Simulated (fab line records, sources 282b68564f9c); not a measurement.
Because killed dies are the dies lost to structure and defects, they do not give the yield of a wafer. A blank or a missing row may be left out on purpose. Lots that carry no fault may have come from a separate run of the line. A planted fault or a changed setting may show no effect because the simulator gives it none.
Check of tool commonality	flow ritCmos	14 lots, 42 wafers sampled

## WHY THIS WAS OPENED
RIT_GATE_THK_MEAS_07, reading GATE_OXIDE_THK: flagged on 2 of 14 lots. No-fault wafers: 3.04 nm, standard deviation 0.07.
Rule: a lot is flagged in two cases, either no wafer of it has a number, or all its wafers with numbers fall more than 4 standard deviations from that mean. As for the other lots, they are considered sound.

lot	measured	on	GATE_OXIDE_THK (nm), wafer by wafer	flag
L741	day 2 21:13	filmMetro-04	3.02 2.99 2.96	
L742	day 3 01:04	filmMetro-02	2.99 3.00 2.94	
L746	day 3 17:52	filmMetro-04	4.04 3.98 3.92	FLAGGED
L749	day 4 10:50	filmMetro-02	2.98 3.00 3.06	
L750	day 4 13:33	filmMetro-01	4.14 4.10 4.16	FLAGGED
L752	day 5 01:53	filmMetro-04	2.93 2.98 3.00	
L753	day 5 03:45	filmMetro-04	2.94 3.04 2.95	
L754	day 5 07:23	filmMetro-01	3.08 3.11 3.11	
L755	day 5 15:04	filmMetro-02	3.09 3.11 3.09	
L758	day 6 07:26	filmMetro-01	3.07 3.09 3.08	
L760	day 6 18:14	filmMetro-01	2.94 3.04 2.88	
L761	day 6 21:17	filmMetro-02	3.12 3.17 3.13	
L762	day 7 00:54	filmMetro-04	3.08 3.14 3.05	
L763	day 7 07:06	filmMetro-04	3.03 3.05 3.08	
The numbers of the flagged lots are 4.06 nm on average: +1.02 nm against the usual, or +15 standard deviations.

## WHICH TOOL RAN EACH LOT
The record holds 1 process step before the reading, out of a route of 202 steps. Each cell gives the tool, then ch followed by the chambers the sampled wafers passed through, then the start.
lot	flag	RIT_GATE_OXIDATION_05
L741		furnace-04 ch 0, day 2 16:44
L742		furnace-01 ch 0, day 2 23:44
L746	FLAGGED	furnace-04 ch 0, day 3 16:33
L749		furnace-03 ch 0, day 4 09:31
L750	FLAGGED	furnace-04 ch 0, day 4 11:45
L752		furnace-01 ch 0, day 4 22:36
L753		furnace-01 ch 0, day 5 02:25
L754		furnace-01 ch 0, day 5 06:03
L755		furnace-03 ch 0, day 5 12:35
L758		furnace-03 ch 0, day 6 05:14
L760		furnace-03 ch 0, day 6 14:22
L761		furnace-03 ch 0, day 6 19:33
L762		furnace-03 ch 0, day 6 23:34
L763		furnace-04 ch 0, day 7 04:28
These steps, and what they do:
- RIT_GATE_OXIDATION_05: target thk 3 nm, ox time 270 s.
- RIT_GATE_THK_MEAS_07

## FLAGGED OVER TOTAL, TOOL BY TOOL (the gauges that took the reading come last)
step	tool	lots run	flagged	share of the flagged lots	sound lots run after its first flagged lot
RIT_GATE_OXIDATION_05	furnace-01	4	0	none	-
RIT_GATE_OXIDATION_05	furnace-03	6	0	none	-
RIT_GATE_OXIDATION_05	furnace-04	4	2	all	1 (L763)
RIT_GATE_THK_MEAS_07	filmMetro-01	4	1	some	3 (L754,L758,L760)
RIT_GATE_THK_MEAS_07	filmMetro-02	4	0	none	-
RIT_GATE_THK_MEAS_07	filmMetro-04	6	1	some	4 (L752,L753,L762,L763)

## WHAT THE TABLE ALLOWS
In the table, 1 row covers all flagged lots: furnace-04 at RIT_GATE_OXIDATION_05.
- furnace-04 at RIT_GATE_OXIDATION_05 ran 4 lots, 2 of them flagged. Lots that were sound ran on it after the first flagged one (L763); a persistent fault on the entire tool would not allow that.
Every row of the table either missed a flagged lot or ran a sound lot after the first.

## WHAT WAS PUT IN BY THE SIMULATOR
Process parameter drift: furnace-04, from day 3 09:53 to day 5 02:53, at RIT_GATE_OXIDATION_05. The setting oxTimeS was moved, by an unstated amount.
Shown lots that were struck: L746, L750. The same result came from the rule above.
